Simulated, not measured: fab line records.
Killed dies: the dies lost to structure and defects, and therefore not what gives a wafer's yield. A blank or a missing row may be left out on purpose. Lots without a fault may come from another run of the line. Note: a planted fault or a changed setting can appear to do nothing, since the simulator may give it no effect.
Lot-split experiment | flow berkeleyCmos170 | route with 331 steps; 5 lots, 23 wafers read

== THE SPLIT ITSELF ==
At UCB170_PWELL_CVD_05 (deposits Si3N4 from SiH2Cl2/NH3, target thk 220 nm, time 3300 s), the setting pressureMtorr was moved away from the recipe's 200 mTorr on 10 of the 23 wafers read, by -9.8% to +8.9%. For the rest of the wafers, this setting stayed at what the recipe calls for.

The reading comes from the split's own step.

== THE READING ==
Si3N4_of_PWELL_CVD_05.thkNm (the simulator's own value, which no gauge read), in nm, at UCB170_PWELL_CVD_05 (deposits Si3N4 from SiH2Cl2/NH3, target thk 220 nm, time 3300 s). The file does not state a usual value for it. Here, 13 wafers ran the recipe; their average is 218.4 nm with a standard deviation of 1.7 nm.

wafer  | tool, chamber at the split | pressureMtorr as run, mTorr | against the recipe | Si3N4_of_PWELL_CVD_05.thkNm, nm | against lot-mates on the recipe
L074.1 | -, -                       | 217.7                       | +8.9%              | 226.3                           | no lot-mate on the recipe
L074.3 | -, -                       | 217.7                       | +8.9%              | 226.1                           | no lot-mate on the recipe
L074.4 | -, -                       | 217.7                       | +8.9%              | 225.6                           | no lot-mate on the recipe
L074.5 | -, -                       | 217.7                       | +8.9%              | 228                             | no lot-mate on the recipe
L074.6 | -, -                       | 217.7                       | +8.9%              | 224.1                           | no lot-mate on the recipe
L080.1 | -, -                       | 180.5                       | -9.8%              | 211.3                           | no lot-mate on the recipe
L080.2 | -, -                       | 180.5                       | -9.8%              | 212.3                           | no lot-mate on the recipe
L080.3 | -, -                       | 180.5                       | -9.8%              | 212.2                           | no lot-mate on the recipe
L080.4 | -, -                       | 180.5                       | -9.8%              | 213.3                           | no lot-mate on the recipe
L080.5 | -, -                       | 180.5                       | -9.8%              | 211.5                           | no lot-mate on the recipe
L081.1 | -, -                       | 200                         | recipe             | 219.6                           | -
L081.2 | -, -                       | 200                         | recipe             | 220.2                           | -
L081.4 | -, -                       | 200                         | recipe             | 220.7                           | -
L081.5 | -, -                       | 200                         | recipe             | 219.2                           | -
L081.6 | -, -                       | 200                         | recipe             | 220.8                           | -
L082.2 | lpcvd-02, 1                | 200                         | recipe             | 216.1                           | -
L082.4 | lpcvd-02, 1                | 200                         | recipe             | 215.3                           | -
L082.6 | lpcvd-02, 1                | 200                         | recipe             | 217.3                           | -
L083.1 | -, -                       | 200                         | recipe             | 217.4                           | -
L083.3 | -, -                       | 200                         | recipe             | 216.6                           | -
L083.4 | -, -                       | 200                         | recipe             | 218.1                           | -
L083.5 | -, -                       | 200                         | recipe             | 218.3                           | -
L083.6 | -, -                       | 200                         | recipe             | 219.4                           | -

THE FIT
A straight line over all 23 wafers: Si3N4_of_PWELL_CVD_05.thkNm changes by +0.744 nm for each +1% of pressureMtorr; r = +0.95; the points scatter about the line by 1.6 nm.
Too few moved wafers with a lot-mate on the recipe to fit a line net of each lot's own level.

== FILE'S OWN FIT ==
Si3N4_of_PWELL_CVD_05.thkNm changes by +0.744 nm for each +1% of pressureMtorr, r = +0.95.
